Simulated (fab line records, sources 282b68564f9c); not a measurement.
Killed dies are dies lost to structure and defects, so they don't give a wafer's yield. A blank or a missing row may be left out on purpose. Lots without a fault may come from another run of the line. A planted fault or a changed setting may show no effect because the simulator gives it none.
A struck lot beside a sound one | flow rit_cmos | 15 steps out of a route of 202
Sound: wafers L243.2, L243.3, L243.6. Struck: wafers L252.1, L252.4, L252.6. The cause comes at the end.
At each step with rows: each side's tool, then ch and its chambers, then its first start. Under that, the readings that differ: sound wafers | struck wafers | difference of the means | sigmas: that difference in standard deviations of wafers without a fault.
alike: readings whose means differ by less than 2 such deviations, and words and numbers that are the same on both sides. not compared: withheld readings, readings that some wafer has no value for, bounds like >300 that may hide the same value, and numbers for which the record gives no deviation and whose values overlap.
The two part at a step that has a row with sigmas, a row that says differs or no value, or rows on one side only. Numbers that don't overlap but have no deviation are shown without sigmas and don't part them. A reading that every wafer of one side lacks parts them only if that side has two wafers or more.

RIT_ACTIVE_THK_MEAS_04:
  sound on film_metro-01, day 2 12:22; struck on film_metro-04, day 4 11:02
  alike: ACTIVE_NITRIDE_THK
then, 6 steps without rows for these wafers: RIT_ACTIVE_HMDS_05 (prime time 60 s); RIT_ACTIVE_COAT_06 (resist thk 1007 nm); RIT_ACTIVE_SOFTBAKE_07 (time 60 s); RIT_ACTIVE_EXPOSE_08 (exposes mask M1, target cd 1400 nm); RIT_ACTIVE_PEB_09; RIT_ACTIVE_DEVELOP_10 (develop time 50 s).
RIT_ACTIVE_CD_MEAS_11: target cd 1400 nm.
  sound on cd_sem-01, day 2 13:17; struck on cd_sem-02, day 4 11:56
  alike: cd_nm
then, 1 step without rows for these wafers: RIT_ACTIVE_HARDBAKE_12 (time 60 s).
RIT_ACTIVE_ETCH_13: etches Si3N4 in SF6, stops on SiO2, time 210 s, target depth 210 nm.
  sound on rie_diel-01 ch 0,1,2, day 2 13:32; struck on rie_diel-02 ch 0,1, day 4 12:13
  alike: drypump_motor_current_A, oes_product_au, throttle_valve_pct
  not compared: rf_hours_counter_h
RIT_ACTIVE_STRIP_14: strips in O2, time 180 s.
  sound on plasma_asher-03 ch 0,1, day 2 13:41; struck on plasma_asher-04 ch 1, day 4 12:20
  reading                     | sound       | struck      | difference | sigmas
  drypump_motor_current_A (A) | 6.2 6.1 6.1 | 5.3 5.3 5.3 | -0.8       | -3
  not compared: rf_hours_counter_h
RIT_ACTIVE_CD_MEAS_90: target cd 1400 nm.
  sound on cd_sem-01, day 2 13:52; struck on cd_sem-01, day 4 12:37
  alike: cd_nm
RIT_ACTIVE_CLEAN_15: cleans in SC1, time 600 s.
  sound on wet_bench-03 ch 0, day 2 13:58; struck on wet_bench-03 ch 2, day 4 12:44
  no value came back on the struck wafers for bath_guard_temp_C (C), bath_heat_duty_pct (%); on the sound wafers bath_guard_temp_C (C) reads 73.9 73.9 74.0
then, 1 step without rows for these wafers: RIT_ACTIVE_CLEAN_16 (cleans in dHF, time 30 s).
-- the record jumps here: 2 days lie between the struck wafers' starts before and after (it left off in module ACTIVE and takes up again in module M1, whose first step shown is number 202 of the route) --
RIT_M1_PROBE_99:
  sound on prober-02, day 4 09:47; struck on prober-01, day 6 13:13
  reading      | sound | struck | difference | sigmas
  killed_short | 7 8 4 | 0 1 1  | -6         | -3
  alike: killed_at_contacts, killed_at_front_end, killed_dies, killed_open

WHERE THEY PART
First at RIT_ACTIVE_STRIP_14; last, within this record, at RIT_M1_PROBE_99.

WHY: what the simulator had put in
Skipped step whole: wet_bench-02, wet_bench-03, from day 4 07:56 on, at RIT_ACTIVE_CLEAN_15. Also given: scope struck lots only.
